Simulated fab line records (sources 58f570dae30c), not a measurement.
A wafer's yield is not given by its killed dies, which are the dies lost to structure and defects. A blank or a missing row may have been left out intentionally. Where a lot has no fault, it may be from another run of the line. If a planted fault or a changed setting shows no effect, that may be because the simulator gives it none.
What tool caused it? / flow berkeleyCmos170 / 42 wafers from 14 lots sampled at 5 of the route's 331 steps

## WHAT THE GAUGES READ, wafer by wafer
UCB170_GATE_OVL_MEAS_13.
lot=L611; measured=day 6 22:32; on=overlay-02; GATE_OVL (nm)=-11 -9 -13
lot=L614; measured=day 7 12:50; on=overlay-02; GATE_OVL (nm)=-2 -4 8
lot=L615; measured=day 7 12:58; on=overlay-02; GATE_OVL (nm)=4 0 6
lot=L612; measured=day 7 13:07; on=overlay-01; GATE_OVL (nm)=-4 0 -7
lot=L613; measured=day 7 13:07; on=overlay-02; GATE_OVL (nm)=-3 -7 -3
lot=L610; measured=day 7 13:22; on=overlay-02; GATE_OVL (nm)=8 -4 5
lot=L616; measured=day 8 12:10; on=overlay-01; GATE_OVL (nm)=-6 1 3
lot=L623; measured=day 10 00:56; on=overlay-01; GATE_OVL (nm)=-8 -10 -10
lot=L625; measured=day 10 01:05; on=overlay-02; GATE_OVL (nm)=3 -1 1
lot=L626; measured=day 10 15:07; on=overlay-02; GATE_OVL (nm)=0 -2 3
lot=L629; measured=day 11 07:54; on=overlay-02; GATE_OVL (nm)=3 3 2
lot=L630; measured=day 11 08:14; on=overlay-02; GATE_OVL (nm)=-7 -7 -6
lot=L633; measured=day 11 22:36; on=overlay-01; GATE_OVL (nm)=6 -2 -9
lot=L632; measured=day 11 22:59; on=overlay-02; GATE_OVL (nm)=-4 -2 -1

UCB170_NLDD_CD_MEAS_06 targets a cd of 1200 nm.
lot=L611; measured=day 7 01:34; on=cdSem-01; cdNm (nm)=1200.7 1200.2 1199.4
lot=L614; measured=day 7 17:13; on=cdSem-02; cdNm (nm)=1200.6 1200.7 1200.7
lot=L615; measured=day 7 17:40; on=cdSem-02; cdNm (nm)=1201.8 1202.0 1199.8
lot=L612; measured=day 7 18:30; on=cdSem-01; cdNm (nm)=1202.0 1203.0 1201.9
lot=L613; measured=day 7 18:11; on=cdSem-02; cdNm (nm)=1199.6 1196.8 1198.6
lot=L610; measured=day 7 18:36; on=cdSem-02; cdNm (nm)=1199.0 1199.3 1199.7
lot=L616; measured=day 8 15:56; on=cdSem-01; cdNm (nm)=1198.6 1198.4 1199.8
lot=L623; measured=day 10 06:44; on=cdSem-02; cdNm (nm)=1199.6 1198.7 1199.9
lot=L625; measured=day 10 06:52; on=cdSem-02; cdNm (nm)=1200.2 1199.1 1201.1
lot=L626; measured=day 10 18:49; on=cdSem-02; cdNm (nm)=1202.3 1201.5 1201.0
lot=L629; measured=day 11 12:21; on=cdSem-02; cdNm (nm)=1198.5 1197.3 1196.7
lot=L630; measured=day 11 12:54; on=cdSem-02; cdNm (nm)=1198.8 1197.0 1197.1
lot=L633; measured=day 12 03:30; on=cdSem-02; cdNm (nm)=1199.3 1199.4 1200.0
lot=L632; measured=day 12 04:40; on=cdSem-01; cdNm (nm)=1200.0 1199.2 1200.0

UCB170_V1_THK_MEAS_01.
lot=L611; measured=day 7 23:25; on=filmMetro-01; V1_TEOS_THK (nm)=2019 2037 2017
lot=L614; measured=day 8 18:10; on=filmMetro-04; V1_TEOS_THK (nm)=2004 2001 1964
lot=L615; measured=day 8 18:10; on=filmMetro-02; V1_TEOS_THK (nm)=2001 2029 2038
lot=L612; measured=day 8 21:10; on=filmMetro-04; V1_TEOS_THK (nm)=1973 2043 2024
lot=L613; measured=day 8 16:50; on=filmMetro-01; V1_TEOS_THK (nm)=2000 1991 2042
lot=L610; measured=day 8 18:14; on=filmMetro-04; V1_TEOS_THK (nm)=1983 2018 2004
lot=L616; measured=day 9 12:17; on=filmMetro-04; V1_TEOS_THK (nm)=1980 1987 2031
lot=L623; measured=day 11 03:19; on=filmMetro-02; V1_TEOS_THK (nm)=3385 3364 3407
lot=L625; measured=day 11 04:39; on=filmMetro-01; V1_TEOS_THK (nm)=2022 2049 2093
lot=L626; measured=day 11 14:56; on=filmMetro-01; V1_TEOS_THK (nm)=3420 3423 3446
lot=L629; measured=day 12 11:34; on=filmMetro-02; V1_TEOS_THK (nm)=1949 2001 2019
lot=L630; measured=day 12 12:54; on=filmMetro-02; V1_TEOS_THK (nm)=1983 2022 2043
lot=L633; measured=day 13 01:17; on=filmMetro-02; V1_TEOS_THK (nm)=1990 2001 2036
lot=L632; measured=day 13 02:38; on=filmMetro-02; V1_TEOS_THK (nm)=1992 2021 2009

## WHICH TOOL RAN EACH LOT (tool, then ch and the chambers of the sampled wafers, then the start)
lot=L611; UCB170_NLDD_STRIP_10=plasmaAsher-01 ch 0,1, day 7 02:00; UCB170_V1_CVD_00=pecvd-04 ch 0,2, day 7 23:11
lot=L614; UCB170_NLDD_STRIP_10=plasmaAsher-04 ch 0,1, day 7 17:41; UCB170_V1_CVD_00=pecvd-01 ch 0,1,2, day 8 18:01
lot=L615; UCB170_NLDD_STRIP_10=plasmaAsher-03 ch 0,1, day 7 18:05; UCB170_V1_CVD_00=pecvd-04 ch 0,1, day 8 18:01
lot=L612; UCB170_NLDD_STRIP_10=plasmaAsher-01 ch 0,1, day 7 18:57; UCB170_V1_CVD_00=pecvd-04 ch 0,1,2, day 8 21:01
lot=L613; UCB170_NLDD_STRIP_10=plasmaAsher-03 ch 0,1, day 7 18:38; UCB170_V1_CVD_00=pecvd-03 ch 0,2, day 8 16:40
lot=L610; UCB170_NLDD_STRIP_10=plasmaAsher-03 ch 0,1, day 7 19:03; UCB170_V1_CVD_00=pecvd-03 ch 0,1, day 8 18:01
lot=L616; UCB170_NLDD_STRIP_10=plasmaAsher-03 ch 0,1, day 8 16:24; UCB170_V1_CVD_00=pecvd-04 ch 1,2, day 9 12:07
lot=L623; UCB170_NLDD_STRIP_10=plasmaAsher-03 ch 0,1, day 10 07:11; UCB170_V1_CVD_00=pecvd-01 ch 0,1, day 11 03:10
lot=L625; UCB170_NLDD_STRIP_10=plasmaAsher-01 ch 0,1, day 10 07:19; UCB170_V1_CVD_00=pecvd-04 ch 0,1,2, day 11 04:30
lot=L626; UCB170_NLDD_STRIP_10=plasmaAsher-03 ch 0,1, day 10 19:15; UCB170_V1_CVD_00=pecvd-01 ch 0,1,2, day 11 14:50
lot=L629; UCB170_NLDD_STRIP_10=plasmaAsher-03 ch 0,1, day 11 12:47; UCB170_V1_CVD_00=pecvd-04 ch 0,2, day 12 11:24
lot=L630; UCB170_NLDD_STRIP_10=plasmaAsher-01 ch 0,1, day 11 13:20; UCB170_V1_CVD_00=pecvd-03 ch 0,1,2, day 12 12:44
lot=L633; UCB170_NLDD_STRIP_10=plasmaAsher-04 ch 0,1, day 12 03:58; UCB170_V1_CVD_00=pecvd-04 ch 0,2, day 13 01:07
lot=L632; UCB170_NLDD_STRIP_10=plasmaAsher-01 ch 0,1, day 12 05:05; UCB170_V1_CVD_00=pecvd-03 ch 0,1,2, day 13 02:32
- UCB170_NLDD_STRIP_10: strips in O2.
- UCB170_V1_CVD_00: deposits SiO2 from TEOS/O2, target thk 2000 nm, time 250 s.

## AS READ BY THE TOOLS THEMSELVES (means over the sampled wafers that have a number; for cases with no such wafer, the mark the record gives instead)
UCB170_NLDD_STRIP_10.
lot=L611; tool=plasmaAsher-01; chamberPressureMTorr (mTorr)=3498; drypumpMotorCurrentA (A)=5.79; oesProductAu (a.u.)=0.730; stripTimeToEndpointS (s)=21.61
lot=L614; tool=plasmaAsher-04; chamberPressureMTorr (mTorr)=3500; drypumpMotorCurrentA (A)=5.78; oesProductAu (a.u.)=0.737; stripTimeToEndpointS (s)=21.66
lot=L615; tool=plasmaAsher-03; chamberPressureMTorr (mTorr)=3500; drypumpMotorCurrentA (A)=5.59; oesProductAu (a.u.)=0.734; stripTimeToEndpointS (s)=21.71
lot=L612; tool=plasmaAsher-01; chamberPressureMTorr (mTorr)=3497; drypumpMotorCurrentA (A)=5.80; oesProductAu (a.u.)=0.736; stripTimeToEndpointS (s)=21.63
lot=L613; tool=plasmaAsher-03; chamberPressureMTorr (mTorr)=3501; drypumpMotorCurrentA (A)=5.59; oesProductAu (a.u.)=0.735; stripTimeToEndpointS (s)=21.62
lot=L610; tool=plasmaAsher-03; chamberPressureMTorr (mTorr)=3501; drypumpMotorCurrentA (A)=5.62; oesProductAu (a.u.)=0.735; stripTimeToEndpointS (s)=21.75
lot=L616; tool=plasmaAsher-03; chamberPressureMTorr (mTorr)=3501; drypumpMotorCurrentA (A)=5.58; oesProductAu (a.u.)=0.734; stripTimeToEndpointS (s)=21.70
lot=L623; tool=plasmaAsher-03; chamberPressureMTorr (mTorr)=3500; drypumpMotorCurrentA (A)=5.59; oesProductAu (a.u.)=0.735; stripTimeToEndpointS (s)=21.61
lot=L625; tool=plasmaAsher-01; chamberPressureMTorr (mTorr)=3495; drypumpMotorCurrentA (A)=5.79; oesProductAu (a.u.)=0.735; stripTimeToEndpointS (s)=21.65
lot=L626; tool=plasmaAsher-03; chamberPressureMTorr (mTorr)=3499; drypumpMotorCurrentA (A)=5.56; oesProductAu (a.u.)=0.739; stripTimeToEndpointS (s)=21.59
lot=L629; tool=plasmaAsher-03; chamberPressureMTorr (mTorr)=3501; drypumpMotorCurrentA (A)=5.58; oesProductAu (a.u.)=0.731; stripTimeToEndpointS (s)=21.72
lot=L630; tool=plasmaAsher-01; chamberPressureMTorr (mTorr)=3502; drypumpMotorCurrentA (A)=5.80; oesProductAu (a.u.)=0.733; stripTimeToEndpointS (s)=21.66
lot=L633; tool=plasmaAsher-04; chamberPressureMTorr (mTorr)=3501; drypumpMotorCurrentA (A)=5.93; oesProductAu (a.u.)=0.734; stripTimeToEndpointS (s)=21.59
lot=L632; tool=plasmaAsher-01; chamberPressureMTorr (mTorr)=3501; drypumpMotorCurrentA (A)=5.80; oesProductAu (a.u.)=0.736; stripTimeToEndpointS (s)=21.68

UCB170_V1_CVD_00.
lot=L611; tool=pecvd-04; heaterPowerW (W)=313
lot=L614; tool=pecvd-01; heaterPowerW (W)=300
lot=L615; tool=pecvd-04; heaterPowerW (W)=222
lot=L612; tool=pecvd-04; heaterPowerW (W)=269
lot=L613; tool=pecvd-03; heaterPowerW (W)=260
lot=L610; tool=pecvd-03; heaterPowerW (W)=320
lot=L616; tool=pecvd-04; heaterPowerW (W)=271
lot=L623; tool=pecvd-01; heaterPowerW (W)=290
lot=L625; tool=pecvd-04; heaterPowerW (W)=247
lot=L626; tool=pecvd-01; heaterPowerW (W)=236
lot=L629; tool=pecvd-04; heaterPowerW (W)=288
lot=L630; tool=pecvd-03; heaterPowerW (W)=243
lot=L633; tool=pecvd-04; heaterPowerW (W)=291
lot=L632; tool=pecvd-03; heaterPowerW (W)=272

## THE ANSWER, worked out from the rows above alone
Rule: the usual values come from the lots themselves. The widest of any qualifying gaps counts: lots, ordered by their means at a reading, are off when they make up no more than a third of the lots, leave a main group of 4 or more, and stand apart from it by 3 or more times the standard deviation of that group's means. The tables above print the reading to a certain number of digits; a main group whose means all agree to those digits is not used. A lot without any number at a reading at which 4 lots or more have one is off too. All remaining lots with rows at the step are treated as sound. Order of review: gauges by route order, followed by the tools' own readings, for which a lot's mean as printed above is used. At the first step where some lot is off, the reading lying furthest off is the one used; lots without a number count as furthest.
Off: L623, L626, seen at UCB170_V1_THK_MEAS_01 (V1_TEOS_THK). For the main group the mean is 2012 nm and the standard deviation 17.
If a tool, at a process step before that reading, ran all the lots that are off and no sound lot after the first of them, it fits. Those tools and the gauges at UCB170_V1_THK_MEAS_01 are tried in the same way. One fits: UCB170_V1_CVD_00 on pecvd-01. Its last sound lot is L614 (day 8 18:01), its first lot that is off L623 (day 11 03:10): a fault that began between those two fits.

## WHAT THE SIMULATOR HAD PUT IN
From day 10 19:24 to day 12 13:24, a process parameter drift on pecvd-01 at UCB170_V1_CVD_00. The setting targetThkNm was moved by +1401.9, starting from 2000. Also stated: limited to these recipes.
Shown lots that were struck: L623, L626. The rule above reached the same finding.
